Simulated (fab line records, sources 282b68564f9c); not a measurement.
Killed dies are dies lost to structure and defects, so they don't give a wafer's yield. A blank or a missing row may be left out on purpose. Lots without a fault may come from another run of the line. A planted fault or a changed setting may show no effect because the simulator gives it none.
A struck lot beside a sound one | flow rit_cmos | 16 steps out of a route of 202
Sound: wafers L351.1, L351.3, L351.6. Struck: wafers L364.4, L364.5, L364.6. The cause comes at the end.
At each step with rows: each side's tool, then ch and its chambers, then its first start. Under that, the readings that differ: sound wafers | struck wafers | difference of the means | sigmas: that difference in standard deviations of wafers without a fault.
alike: readings whose means differ by less than 2 such deviations, and words and numbers that are the same on both sides. not compared: withheld readings, readings that some wafer has no value for, bounds like >300 that may hide the same value, and numbers for which the record gives no deviation and whose values overlap.
The two part at a step that has a row with sigmas, a row that says differs or no value, or rows on one side only. Numbers that don't overlap but have no deviation are shown without sigmas and don't part them. A reading that every wafer of one side lacks parts them only if that side has two wafers or more.

RIT_FOX2_THK_MEAS_01:
  sound on film_metro-01, day 2 05:33; struck on film_metro-01, day 5 01:16
  alike: FOX2_OXIDE_THK
then, 2 steps without rows for these wafers: RIT_FOX2_CLEAN_02 (cleans in dHF, time 180 s); RIT_FOX2_WET_ETCH_03 (etches Si3N4 in H3PO4, target depth 195 nm, time 2700 s).
RIT_FOX2_THK_MEAS_90:
  sound on film_metro-01, day 2 06:26; struck on film_metro-03, day 5 02:08
  alike: FIELD_OXIDE_LEFT_1_THK
then, 6 steps without rows for these wafers: RIT_NWELL_HMDS_00 (prime time 60 s); RIT_NWELL_COAT_01 (resist thk 1300 nm); RIT_NWELL_SOFTBAKE_02 (time 60 s); RIT_NWELL_EXPOSE_03 (exposes mask M2, target cd 43900 nm); RIT_NWELL_PEB_04; RIT_NWELL_DEVELOP_05 (develop time 68 s).
RIT_NWELL_OVL_MEAS_06:
  sound on overlay-01, day 2 07:23; struck on overlay-01, day 5 03:11
  alike: NWELL_OVL
then, 1 step without rows for these wafers: RIT_NWELL_HARDBAKE_07 (time 120 s).
RIT_NWELL_IMPLANT_08:
  sound on implanter-01 ch 0, day 2 07:40; struck on implanter-01 ch 0, day 5 03:32
  reading                   | sound                | struck               | difference | sigmas
  beam_energy_keV           | 170.07 169.86 169.95 | 139.50 139.38 139.42 | -30.53     | -99 or more
  model.implant.rp_nm (nm)  | 212.7 212.7 212.7    | 174.1 174.1 174.1    | -38.6      |
  model.implant.drp_nm (nm) | 68.82 68.82 68.82    | 59.23 59.23 59.23    | -9.59      |
RIT_NWELL_STRIP_09: strips in O2, time 180 s.
  sound on plasma_asher-04 ch 1, day 2 07:49; struck on plasma_asher-04 ch 0,1, day 5 03:40
  alike: drypump_motor_current_A, rf_refl_power_W
  not compared: rf_hours_counter_h
RIT_NWELL_TW_MEAS_10:
  sound on film_metro-03, day 2 07:59; struck on film_metro-01, day 5 04:02
  reading  | sound          | struck         | difference | sigmas
  NWELL_TW | 2183 2179 2179 | 2018 2028 2024 | -157       | -5
  not compared: hold
RIT_M1_PROBE_99:
  sound on prober-02, day 3 23:14; struck on prober-01, day 7 01:19
  no value came back on the struck wafers for any of 7 readings (model.etest.nwell_pinched.rs_ohm_sq, model.etest.well_edge_right.line_ohm_um and others); on the sound wafers model.etest.nwell_pinched.rs_ohm_sq reads 338.2 337.3 338.2
  alike: killed_at_contacts, killed_at_front_end, killed_dies, killed_open, killed_short

WHERE THEY PART
First at RIT_NWELL_IMPLANT_08; last, within this record, at RIT_M1_PROBE_99.

WHY: what the simulator had put in
Process parameter drift: implanter-01, from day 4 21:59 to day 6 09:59, at RIT_NWELL_IMPLANT_08. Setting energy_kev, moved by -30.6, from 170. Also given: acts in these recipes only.
